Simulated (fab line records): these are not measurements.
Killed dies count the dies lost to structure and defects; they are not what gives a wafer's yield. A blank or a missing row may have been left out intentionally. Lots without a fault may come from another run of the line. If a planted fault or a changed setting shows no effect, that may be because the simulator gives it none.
fab line records + flow berkeley_cmos170
[record]
- lots = 5
- wafers = 27
route steps=331 shown WELLDRIVE@56 M2@285 M3@310
start_h: start of the lot's first displayed wafer, in hours after the record's first day + wait_h: hours from the lot's prior step to this one + " identical to the entry in the row above + L1.1+2: a row that stands for several wafers + - value missing, or start not given + * or withheld: withheld + < > ~ a bound
route shown NAME@n: names a module that has steps shown in the file, with the first one's number in the route + usual: average and standard deviation across the fault-free wafers + same: alike in all rows + chamber/n: place in a boat + sites: each site's reading + _std_site: how widely they spread, as a standard deviation + _edge_site: outer sites' mean less inner sites' + radius_mm: for every site, how far away it sits from the centre of the wafer + mask NAME#n: copy n + behind: the tool/chamber that last shaped the wafer + hold: cause of the lot's hold/its duration in hours/its outcome + device: which transistor (n, p or np) failed to switch + end of line: tests run on the same wafers once the route is complete + a step with no rows: only its recipe + killed: not the wafer's yield, but the dies lost to structure and defects at the first sort + map: shows each die of a wafer: x if killed, . if not, _ if none is there
set.NAME: the run value of the setting; set.NAME@STEP: its run value at that earlier step + model.NAME: the simulator's own value behind a step, which no gauge read
lots where settings were altered on purpose, with a table for each step and a row for each wafer
[[steps]]
[step UCB170_WELLDRIVE_OXIDATION_01]
[recipe]
- temp_c = 1100
- ambient = O2
- target_thk_a = 1990
- ox_time_s = 9000
| lot.wafer | tool       | chamber | start_h | wait_h | set.ox_time_s | model.SiO2_of_WELLDRIVE_OXIDATION_01.thk_nm |
|-----------|------------|---------|---------|--------|---------------|---------------------------------------------|
| L075.1    | -          | -       | -       | 2.4    | 9000          | 198.2                                       |
| L075.2    | "          | -       | "       | "      | 9000          | 200.1                                       |
| L075.3    | "          | -       | "       | "      | 9000          | 198.1                                       |
| L075.4    | "          | -       | "       | "      | 9000          | 198.7                                       |
| L075.5    | "          | -       | "       | "      | 9000          | 200.6                                       |
| L075.6    | "          | -       | "       | "      | 9000          | 201.9                                       |
| L081.1    | -          | -       | -       | 0.0    | 4372          | 127.7                                       |
| L081.2    | "          | -       | "       | "      | 4372          | 127                                         |
| L081.3    | "          | -       | "       | "      | 4372          | 128                                         |
| L081.4    | "          | -       | "       | "      | 4372          | 127.3                                       |
| L081.5    | "          | -       | "       | "      | 4372          | 128.6                                       |
| L081.6    | "          | -       | "       | "      | 4372          | 127.9                                       |
| L079.1    | furnace-03 | 0       | 86.22   | 0.9    | 9000          | 195.9                                       |
| L079.5    | "          | 0       | "       | "      | 9000          | 194.5                                       |
| L079.6    | "          | 0       | "       | "      | 9000          | 194.3                                       |
| L080.1    | -          | -       | -       | 2.1    | 12150         | 241.3                                       |
| L080.2    | "          | -       | "       | "      | 12150         | 242.3                                       |
| L080.3    | "          | -       | "       | "      | 12150         | 237.5                                       |
| L080.4    | "          | -       | "       | "      | 12150         | 241.6                                       |
| L080.5    | "          | -       | "       | "      | 12150         | 239.3                                       |
| L080.6    | "          | -       | "       | "      | 12150         | 239.5                                       |
| L083.1    | -          | -       | -       | 1.5    | 9000          | 200.1                                       |
| L083.2    | "          | -       | "       | "      | 9000          | 200.4                                       |
| L083.3    | "          | -       | "       | "      | 9000          | 198.6                                       |
| L083.4    | "          | -       | "       | "      | 9000          | 199.1                                       |
| L083.5    | "          | -       | "       | "      | 9000          | 200                                         |
| L083.6    | "          | -       | "       | "      | 9000          | 200.8                                       |
[step UCB170_WELLDRIVE_THK_MEAS_02]
[recipe]
- reads = SiO2_of_WELLDRIVE_OXIDATION_01
[usual]
- WELLDRIVE_OXIDE_THK = 201/3.2
| lot.wafer | tool          | chamber | start_h | wait_h | set.ox_time_s@WELLDRIVE_OXIDATION_01 | WELLDRIVE_OXIDE_THK[nm] |
|-----------|---------------|---------|---------|--------|--------------------------------------|-------------------------|
| L075.1    | film_metro-01 | -       | -       | -      | 9000                                 | 198                     |
| L075.2    | "             | -       | "       | "      | 9000                                 | 200                     |
| L075.3    | "             | -       | "       | "      | 9000                                 | 198                     |
| L075.4    | "             | -       | "       | "      | 9000                                 | 199                     |
| L075.5    | "             | -       | "       | "      | 9000                                 | 201                     |
| L075.6    | "             | -       | "       | "      | 9000                                 | 202                     |
| L081.1    | film_metro-02 | -       | -       | -      | 4372                                 | 128                     |
| L081.2    | "             | -       | "       | "      | 4372                                 | 127                     |
| L081.3    | "             | -       | "       | "      | 4372                                 | 128                     |
| L081.4    | "             | -       | "       | "      | 4372                                 | 127                     |
| L081.5    | "             | -       | "       | "      | 4372                                 | 129                     |
| L081.6    | "             | -       | "       | "      | 4372                                 | 128                     |
| L079.1    | film_metro-01 | -       | 89.72   | 0.0    | 9000                                 | 196                     |
| L079.5    | "             | -       | "       | "      | 9000                                 | 195                     |
| L079.6    | "             | -       | "       | "      | 9000                                 | 194                     |
| L080.1    | film_metro-01 | -       | -       | -      | 12150                                | 241                     |
| L080.2    | "             | -       | "       | "      | 12150                                | 242                     |
| L080.3    | "             | -       | "       | "      | 12150                                | 237                     |
| L080.4    | "             | -       | "       | "      | 12150                                | 242                     |
| L080.5    | "             | -       | "       | "      | 12150                                | 239                     |
| L080.6    | "             | -       | "       | "      | 12150                                | 240                     |
| L083.1    | film_metro-03 | -       | -       | -      | 9000                                 | 200                     |
| L083.2    | "             | -       | "       | "      | 9000                                 | 200                     |
| L083.3    | "             | -       | "       | "      | 9000                                 | 199                     |
| L083.4    | "             | -       | "       | "      | 9000                                 | 199                     |
| L083.5    | "             | -       | "       | "      | 9000                                 | 200                     |
| L083.6    | "             | -       | "       | "      | 9000                                 | 201                     |
[step UCB170_M2_DEVELOP_14]
[recipe]
- developer = TMAH
- develop_time_s = 45
- resist = KrF
- dev_temp_c = 21
| lot.wafer        | tool           | chamber | start_h | wait_h | set.develop_time_s |
|------------------|----------------|---------|---------|--------|--------------------|
| L075.1+2+6       | litho_track-03 | 0       | -       | -      | 65.48              |
| L075.3+4+5       | "              | 0       | "       | "      | 45                 |
| L079.1+5+6       | litho_track-03 | 0       | -       | -      | 45                 |
| L081.1+2+3+4+5+6 | litho_track-04 | 0       | -       | -      | 45                 |
| L080.1+2+3       | litho_track-04 | 0       | -       | -      | 61.21              |
| L080.4+5+6       | "              | 0       | "       | "      | 45                 |
| L083.1+4+5       | litho_track-04 | 0       | -       | -      | 26.45              |
| L083.2+3+6       | "              | 0       | "       | "      | 45                 |
[step UCB170_M2_CD_MEAS_15]
[recipe]
- target_cd_nm = 700
[usual]
- cd_nm = 700.1/2
| lot.wafer | tool      | chamber | start_h | wait_h | set.develop_time_s@M2_DEVELOP_14 | cd_nm |
|-----------|-----------|---------|---------|--------|----------------------------------|-------|
| L075.1    | cd_sem-02 | -       | 152.18  | -      | 65.48                            | 692.5 |
| L075.2    | "         | -       | "       | "      | 65.48                            | 692.8 |
| L075.3    | "         | -       | "       | "      | 45                               | 695.4 |
| L075.4    | "         | -       | "       | "      | 45                               | 696.0 |
| L075.5    | "         | -       | "       | "      | 45                               | 695.6 |
| L075.6    | "         | -       | "       | "      | 65.48                            | 694.0 |
| L079.1    | cd_sem-02 | -       | 179.88  | -      | 45                               | 698.6 |
| L079.5    | "         | -       | "       | "      | 45                               | 697.6 |
| L079.6    | "         | -       | "       | "      | 45                               | 697.7 |
| L081.1    | cd_sem-01 | -       | 180.66  | -      | 45                               | 701.6 |
| L081.2    | "         | -       | "       | "      | 45                               | 700.4 |
| L081.3    | "         | -       | "       | "      | 45                               | 700.7 |
| L081.4    | "         | -       | "       | "      | 45                               | 702.0 |
| L081.5    | "         | -       | "       | "      | 45                               | 700.2 |
| L081.6    | "         | -       | "       | "      | 45                               | 701.1 |
| L080.1    | cd_sem-01 | -       | 180.96  | -      | 61.21                            | 698.0 |
| L080.2    | "         | -       | "       | "      | 61.21                            | 698.2 |
| L080.3    | "         | -       | "       | "      | 61.21                            | 699.7 |
| L080.4    | "         | -       | "       | "      | 45                               | 702.3 |
| L080.5    | "         | -       | "       | "      | 45                               | 702.6 |
| L080.6    | "         | -       | "       | "      | 45                               | 701.9 |
| L083.1    | cd_sem-02 | -       | 202.59  | -      | 26.45                            | 703.3 |
| L083.2    | "         | -       | "       | "      | 45                               | 700.3 |
| L083.3    | "         | -       | "       | "      | 45                               | 698.9 |
| L083.4    | "         | -       | "       | "      | 26.45                            | 702.9 |
| L083.5    | "         | -       | "       | "      | 26.45                            | 704.3 |
| L083.6    | "         | -       | "       | "      | 45                               | 699.9 |
[step UCB170_M2_ETCH_17]
[recipe]
- chemistry = N2/H2
- target_depth_a = withheld
- overetch_a = withheld
- target = BARC
- time_s = withheld
- source_w = 500
- bias_w = 100
- pressure_mtorr = 30
- n2_flow_sccm = 100
- h2_flow_sccm = 200
| lot.wafer | tool        | chamber | start_h | wait_h | set.develop_time_s@M2_DEVELOP_14 | model.M2.cd_nm |
|-----------|-------------|---------|---------|--------|----------------------------------|----------------|
| L075.1    | rie_diel-01 | 2       | 152.34  | 0.0    | *                                | 692.5          |
| L075.2    | "           | 1       | "       | "      | *                                | 693.1          |
| L075.3+4  | "           | 0,3     | "       | "      | *                                | 695.7          |
| L075.5    | "           | 0       | "       | "      | *                                | 695.3          |
| L075.6    | "           | 1       | "       | "      | *                                | 694            |
| L079.1    | rie_diel-04 | 1       | 180.04  | 0.0    | *                                | 698.1          |
| L079.5    | "           | 3       | "       | "      | *                                | 697.3          |
| L079.6    | "           | 2       | "       | "      | *                                | 697.2          |
| L081.1+6  | rie_diel-02 | 3,2     | 180.82  | 0.0    | *                                | 701.4          |
| L081.2    | "           | 2       | "       | "      | *                                | 700.3          |
| L081.3    | "           | 0       | "       | "      | *                                | 701            |
| L081.4    | "           | 1       | "       | "      | *                                | 701.9          |
| L081.5    | "           | 3       | "       | "      | *                                | 700.2          |
| L080.1    | rie_diel-01 | 0       | 181.12  | 0.0    | *                                | 698.2          |
| L080.2    | "           | 2       | "       | "      | *                                | 698.5          |
| L080.3    | "           | 1       | "       | "      | *                                | 699.8          |
| L080.4    | "           | 3       | "       | "      | *                                | 701.8          |
| L080.5    | "           | 1       | "       | "      | *                                | 702.6          |
| L080.6    | "           | 0       | "       | "      | *                                | 701.5          |
| L083.1    | rie_diel-04 | 3       | 202.74  | 0.0    | *                                | 704            |
| L083.2    | "           | 2       | "       | "      | *                                | 699.6          |
| L083.3    | "           | 1       | "       | "      | *                                | 698.7          |
| L083.4    | "           | 0       | "       | "      | *                                | 703.2          |
| L083.5    | "           | 3       | "       | "      | *                                | 704.6          |
| L083.6    | "           | 0       | "       | "      | *                                | 699.4          |
[step UCB170_M3_SPUTTER_01]
[recipe]
- material = Al
- target_thk_nm = 900
- time_s = 120
- power_w = 6000
- chamber_pressure_pa = 0.5
| lot.wafer | tool           | chamber | start_h | wait_h | set.time_s | model.Al_of_M3_SPUTTER_01.thk_nm |
|-----------|----------------|---------|---------|--------|------------|----------------------------------|
| L075.1    | pvd_sputter-04 | -       | 155.55  | 0.0    | 120        | 911.7                            |
| L075.2    | "              | -       | "       | "      | 120        | 916                              |
| L075.3    | "              | -       | "       | "      | 120        | 902.7                            |
| L075.4    | "              | -       | "       | "      | 120        | 905.1                            |
| L075.5    | "              | -       | "       | "      | 120        | 917.4                            |
| L075.6    | "              | -       | "       | "      | 120        | 915.3                            |
| L079.1    | pvd_sputter-01 | -       | 183.06  | 0.0    | 120        | 919.9                            |
| L079.5    | "              | -       | "       | "      | 120        | 918.2                            |
| L079.6    | "              | -       | "       | "      | 120        | 912.3                            |
| L080.1    | pvd_sputter-04 | -       | 185.15  | 0.0    | 182.4      | 1365                             |
| L080.2    | "              | -       | "       | "      | 120        | 902.2                            |
| L080.3    | "              | -       | "       | "      | 182.4      | 1371                             |
| L080.4    | "              | -       | "       | "      | 120        | 899.8                            |
| L080.5    | "              | -       | "       | "      | 182.4      | 1367                             |
| L080.6    | "              | -       | "       | "      | 120        | 898.6                            |
| L081.1    | pvd_sputter-01 | -       | 185.43  | 0.0    | 120        | 892.2                            |
| L081.2    | "              | -       | "       | "      | 120        | 896.4                            |
| L081.3    | "              | -       | "       | "      | 120        | 898                              |
| L081.4    | "              | -       | "       | "      | 120        | 896.8                            |
| L081.5    | "              | -       | "       | "      | 120        | 895.8                            |
| L081.6    | "              | -       | "       | "      | 120        | 888.6                            |
| L083.1    | pvd_sputter-02 | -       | 206.51  | 0.0    | 120        | 890.8                            |
| L083.2    | "              | -       | "       | "      | 120        | 890.6                            |
| L083.3    | "              | -       | "       | "      | 67.84      | 499.8                            |
| L083.4    | "              | -       | "       | "      | 67.84      | 495.6                            |
| L083.5    | "              | -       | "       | "      | 67.84      | 507.9                            |
| L083.6    | "              | -       | "       | "      | 120        | 890.3                            |
[step UCB170_M3_RS_MEAS_02]
[recipe]
- thk_meas_gauge = four-point-probe
- reads = Al_of_M3_SPUTTER_01
[usual]
- M3_AL_RS = 0.0320/0.00032
| lot.wafer | tool          | chamber | start_h | wait_h | set.time_s@M3_SPUTTER_01 | M3_AL_RS[ohm/sq] |
|-----------|---------------|---------|---------|--------|--------------------------|------------------|
| L075.1    | film_metro-04 | -       | 155.63  | 0.0    | 120                      | 0.0317           |
| L075.2    | "             | -       | "       | "      | 120                      | 0.0315           |
| L075.3    | "             | -       | "       | "      | 120                      | 0.0321           |
| L075.4    | "             | -       | "       | "      | 120                      | 0.0319           |
| L075.5    | "             | -       | "       | "      | 120                      | 0.0315           |
| L075.6    | "             | -       | "       | "      | 120                      | 0.0316           |
| L079.1    | film_metro-02 | -       | 183.14  | 0.0    | 120                      | 0.0314           |
| L079.5    | "             | -       | "       | "      | 120                      | 0.0315           |
| L079.6    | "             | -       | "       | "      | 120                      | 0.0317           |
| L080.1    | film_metro-02 | -       | 185.23  | 0.0    | 182.4                    | 0.0212           |
| L080.2    | "             | -       | "       | "      | 120                      | 0.0321           |
| L080.3    | "             | -       | "       | "      | 182.4                    | 0.0210           |
| L080.4    | "             | -       | "       | "      | 120                      | 0.0322           |
| L080.5    | "             | -       | "       | "      | 182.4                    | 0.0211           |
| L080.6    | "             | -       | "       | "      | 120                      | 0.0322           |
| L081.1    | film_metro-04 | -       | 185.51  | 0.0    | 120                      | 0.0325           |
| L081.2    | "             | -       | "       | "      | 120                      | 0.0323           |
| L081.3    | "             | -       | "       | "      | 120                      | 0.0322           |
| L081.4    | "             | -       | "       | "      | 120                      | 0.0322           |
| L081.5    | "             | -       | "       | "      | 120                      | 0.0323           |
| L081.6    | "             | -       | "       | "      | 120                      | 0.0325           |
| L083.1    | film_metro-01 | -       | 206.59  | 0.0    | 120                      | 0.0325           |
| L083.2    | "             | -       | "       | "      | 120                      | 0.0326           |
| L083.3    | "             | -       | "       | "      | 67.84                    | 0.0585           |
| L083.4    | "             | -       | "       | "      | 67.84                    | 0.0589           |
| L083.5    | "             | -       | "       | "      | 67.84                    | 0.0576           |
| L083.6    | "             | -       | "       | "      | 120                      | 0.0326           |
[step UCB170_M3_THK_MEAS_03]
[recipe]
- thk_meas_gauge = xrf
- reads = Al_of_M3_SPUTTER_01
[usual]
- M3_AL_THK = 905/9.1
| lot.wafer | tool          | chamber | start_h | wait_h | set.time_s@M3_SPUTTER_01 | M3_AL_THK[nm] |
|-----------|---------------|---------|---------|--------|--------------------------|---------------|
| L075.1    | film_metro-04 | -       | 155.75  | 0.1    | 120                      | 915           |
| L075.2    | "             | -       | "       | "      | 120                      | 921           |
| L075.3    | "             | -       | "       | "      | 120                      | 909           |
| L075.4    | "             | -       | "       | "      | 120                      | 910           |
| L075.5    | "             | -       | "       | "      | 120                      | 917           |
| L075.6    | "             | -       | "       | "      | 120                      | 924           |
| L079.1    | film_metro-02 | -       | 183.26  | 0.1    | 120                      | 922           |
| L079.5    | "             | -       | "       | "      | 120                      | 926           |
| L079.6    | "             | -       | "       | "      | 120                      | 913           |
| L080.1    | film_metro-02 | -       | 185.35  | 0.1    | 182.4                    | 1379          |
| L080.2    | "             | -       | "       | "      | 120                      | 904           |
| L080.3    | "             | -       | "       | "      | 182.4                    | 1376          |
| L080.4    | "             | -       | "       | "      | 120                      | 902           |
| L080.5    | "             | -       | "       | "      | 182.4                    | 1376          |
| L080.6    | "             | -       | "       | "      | 120                      | 897           |
| L081.1    | film_metro-04 | -       | 185.63  | 0.1    | 120                      | 896           |
| L081.2    | "             | -       | "       | "      | 120                      | 905           |
| L081.3    | "             | -       | "       | "      | 120                      | 897           |
| L081.4    | "             | -       | "       | "      | 120                      | 901           |
| L081.5    | "             | -       | "       | "      | 120                      | 898           |
| L081.6    | "             | -       | "       | "      | 120                      | 891           |
| L083.1    | film_metro-01 | -       | 206.71  | 0.1    | 120                      | 888           |
| L083.2    | "             | -       | "       | "      | 120                      | 891           |
| L083.3    | "             | -       | "       | "      | 67.84                    | 501           |
| L083.4    | "             | -       | "       | "      | 67.84                    | 493           |
| L083.5    | "             | -       | "       | "      | 67.84                    | 508           |
| L083.6    | "             | -       | "       | "      | 120                      | 890           |
[step UCB170_M3_HMDS_04]
[recipe]
- prime_time_s = 60
- prime_temp_c = 100
[step UCB170_M3_COAT_05]
[recipe]
- resist = KrF
- spin_rpm = 1500
- resist_thk_nm = 900
[step UCB170_M3_ETCH_17]
[recipe]
- chemistry = N2/H2
- target_depth_a = withheld
- overetch_a = withheld
- target = BARC
- time_s = withheld
- source_w = 500
- bias_w = 100
- pressure_mtorr = 30
- n2_flow_sccm = 100
- h2_flow_sccm = 200
[step UCB170_M3_METAL_ETCH_18]
[recipe]
- chemistry = Cl2/BCl3
- target = Al
- stop_on = SiO2
- pressure_mtorr = 12
- target_depth_a = 11700
- over_etch_frac = 0.3
- time_s = 195
- icp_w = 600
- bias_w = 120
- Cl2_flow_sccm = 90
- bcl3_flow_sccm = 45
[usual]
- oes_product_au = 0.854/0.009
| lot.wafer | tool         | chamber | start_h | wait_h | set.time_s@M3_SPUTTER_01 | oes_product_au |
|-----------|--------------|---------|---------|--------|--------------------------|----------------|
| L075.1    | rie_metal-03 | 1       | 157.91  | -      | 120                      | 0.847          |
| L075.2    | "            | 0       | "       | "      | 120                      | 0.861          |
| L075.3    | "            | 0       | "       | "      | 120                      | 0.858          |
| L075.4    | "            | 1       | "       | "      | 120                      | 0.844          |
| L075.5    | "            | 1       | "       | "      | 120                      | 0.859          |
| L075.6    | "            | 0       | "       | "      | 120                      | 0.860          |
| L079.1    | rie_metal-04 | 1       | 185.65  | -      | 120                      | 0.860          |
| L079.5    | "            | 1       | "       | "      | 120                      | 0.856          |
| L079.6    | "            | 0       | "       | "      | 120                      | 0.846          |
| L080.1    | rie_metal-01 | 1       | 187.18  | -      | 182.4                    | 0.996          |
| L080.2    | "            | 0       | "       | "      | 120                      | 0.862          |
| L080.3    | "            | 0       | "       | "      | 182.4                    | 0.996          |
| L080.4    | "            | 1       | "       | "      | 120                      | 0.861          |
| L080.5    | "            | 1       | "       | "      | 182.4                    | 0.991          |
| L080.6    | "            | 0       | "       | "      | 120                      | 0.865          |
| L081.1    | rie_metal-03 | 0       | 187.58  | -      | 120                      | 0.846          |
| L081.2    | "            | 0       | "       | "      | 120                      | 0.853          |
| L081.3    | "            | 0       | "       | "      | 120                      | 0.854          |
| L081.4    | "            | 0       | "       | "      | 120                      | 0.855          |
| L081.5    | "            | 0       | "       | "      | 120                      | 0.854          |
| L081.6    | "            | 0       | "       | "      | 120                      | 0.849          |
| L083.1    | rie_metal-03 | 0       | 209.40  | -      | 120                      | 0.848          |
| L083.2    | "            | 1       | "       | "      | 120                      | 0.827          |
| L083.3    | "            | 0       | "       | "      | 67.84                    | 0.639          |
| L083.4    | "            | 1       | "       | "      | 67.84                    | 0.631          |
| L083.5    | "            | 0       | "       | "      | 67.84                    | 0.651          |
| L083.6    | "            | 1       | "       | "      | 120                      | 0.832          |
[step UCB170_M3_STRIP_19]
[recipe]
- chemistry = O2
- power_w = 400
- pressure_mtorr = 3500
- platen_temp_c = withheld
- o2_flow_sccm = 400
- overash_fraction = 0.5
[step UCB170_M3_PROBE_99]
| lot.wafer | tool      | chamber | start_h | wait_h | set.ox_time_s@WELLDRIVE_OXIDATION_01 | model.etest.nwell_pinched.rs_ohm_sq | model.etest.nwell.width_nm | model.etest.nwell.rs_ohm_sq |
|-----------|-----------|---------|---------|--------|--------------------------------------|-------------------------------------|----------------------------|-----------------------------|
| L075.1    | prober-02 | -       | 158.44  | 0.1    | 9000                                 | 1286                                | 2369                       | 869.3                       |
| L075.2    | prober-02 | -       | 158.49  | 0.1    | 9000                                 | 1273                                | 2371                       | 856.5                       |
| L075.3    | prober-02 | -       | 158.54  | 0.2    | 9000                                 | 1264                                | 2383                       | 860.5                       |
| L075.4    | prober-02 | -       | 158.59  | 0.2    | 9000                                 | 1278                                | 2377                       | 859.8                       |
| L075.5    | prober-02 | -       | 158.64  | 0.2    | 9000                                 | 1288                                | 2372                       | 869.5                       |
| L075.6    | prober-02 | -       | 158.69  | 0.2    | 9000                                 | 1267                                | 2379                       | 856.7                       |
| L079.1    | prober-01 | -       | 186.18  | 0.1    | 9000                                 | 1289                                | 2354                       | 866.9                       |
| L079.5    | prober-01 | -       | 186.38  | 0.2    | 9000                                 | 1282                                | 2367                       | 859.4                       |
| L079.6    | prober-01 | -       | 186.43  | 0.2    | 9000                                 | 1286                                | 2367                       | 867.5                       |
| L080.1    | prober-02 | -       | 187.71  | 0.1    | 12150                                | 1209                                | 2299                       | 846.9                       |
| L080.2    | prober-02 | -       | 187.76  | 0.1    | 12150                                | 1208                                | 2302                       | 842.5                       |
| L080.3    | prober-02 | -       | 187.81  | 0.2    | 12150                                | 1226                                | 2296                       | 843.4                       |
| L080.4    | prober-02 | -       | 187.86  | 0.2    | 12150                                | 1211                                | 2306                       | 842.8                       |
| L080.5    | prober-02 | -       | 187.91  | 0.2    | 12150                                | 1212                                | 2307                       | 841                         |
| L080.6    | prober-02 | -       | 187.96  | 0.2    | 12150                                | 1214                                | 2295                       | 845.4                       |
| L081.1    | prober-01 | -       | 188.29  | 0.1    | 4372                                 | 1509                                | 2486                       | 910.6                       |
| L081.2    | prober-01 | -       | 188.34  | 0.1    | 4372                                 | 1503                                | 2476                       | 904.8                       |
| L081.3    | prober-01 | -       | 188.39  | 0.2    | 4372                                 | 1513                                | 2489                       | 906.2                       |
| L081.4    | prober-01 | -       | 188.44  | 0.2    | 4372                                 | 1526                                | 2500                       | 915.6                       |
| L081.5    | prober-01 | -       | 188.49  | 0.2    | 4372                                 | 1515                                | 2488                       | 914.2                       |
| L081.6    | prober-01 | -       | 188.54  | 0.2    | 4372                                 | 1506                                | 2494                       | 906.8                       |
| L083.1    | prober-02 | -       | 209.92  | 0.1    | 9000                                 | 1286                                | 2368                       | 863.4                       |
| L083.2    | prober-02 | -       | 209.97  | 0.1    | 9000                                 | 1290                                | 2377                       | 868.7                       |
| L083.3    | prober-02 | -       | 210.02  | 0.2    | 9000                                 | 1289                                | 2375                       | 865.7                       |
| L083.4    | prober-02 | -       | 210.07  | 0.2    | 9000                                 | 1291                                | 2373                       | 871.7                       |
| L083.5    | prober-02 | -       | 210.12  | 0.2    | 9000                                 | 1304                                | 2358                       | 872.7                       |
| L083.6    | prober-02 | -       | 210.17  | 0.2    | 9000                                 | 1296                                | 2363                       | 872.8                       |
// killed by level:class
L079.1 SILICIDE:geometric_particle:open=1 V1:geometric_particle:open=1
L079.5 ACTIVE:geometric_particle:open=1 M2:geometric_particle:open=1 V2:geometric_particle:short=1 M1:coat_microbubble_printed=1
L079.6 FIELD:geometric_particle:open=1 SPACER:geometric_particle:open=1 SPACER:geometric_particle:short=1 CONTACT:geometric_particle:short=1
[[key]]
[split]
- step = UCB170_WELLDRIVE_OXIDATION_01
- setting = ox_time_s
- stated = 9000
- by = lot
[response]
- step = UCB170_WELLDRIVE_OXIDATION_01
- reading = model.SiO2_of_WELLDRIVE_OXIDATION_01.thk_nm
- change = +1.31
- per = 1%
- r = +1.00
[response]
- step = UCB170_WELLDRIVE_THK_MEAS_02
- reading = WELLDRIVE_OXIDE_THK
- change = +1.31
- per = 1%
- r = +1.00
[response]
- step = UCB170_M3_PROBE_99
- reading = model.etest.nwell_pinched.rs_ohm_sq
- change = -3.58
- per = 1%
- r = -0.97
[response]
- step = UCB170_M3_PROBE_99
- reading = model.etest.nwell.width_nm
- change = -2.2
- per = 1%
- r = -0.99
[response]
- step = UCB170_M3_PROBE_99
- reading = model.etest.nwell.rs_ohm_sq
- change = -0.776
- per = 1%
- r = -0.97
[split]
- step = UCB170_M2_DEVELOP_14
- setting = develop_time_s
- stated = 45
- by = wafer
[response]
- step = UCB170_M2_CD_MEAS_15
- reading = cd_nm
- change = -0.0795
- per = 1%
- r = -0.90
[response]
- step = UCB170_M2_ETCH_17
- reading = model.M2.cd_nm
- change = -0.0811
- per = 1%
- r = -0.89
[split]
- step = UCB170_M3_SPUTTER_01
- setting = time_s
- stated = 120
- by = wafer
[response]
- step = UCB170_M3_SPUTTER_01
- reading = model.Al_of_M3_SPUTTER_01.thk_nm
- change = +8.98
- per = 1%
- r = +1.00
[response]
- step = UCB170_M3_RS_MEAS_02
- reading = M3_AL_RS
- change = -0.000369
- per = 1%
- r = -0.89
[response]
- step = UCB170_M3_THK_MEAS_03
- reading = M3_AL_THK
- change = +9.07
- per = 1%
- r = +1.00
[response]
- step = UCB170_M3_METAL_ETCH_18
- reading = oes_product_au
- change = +0.00334
- per = 1%
- r = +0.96
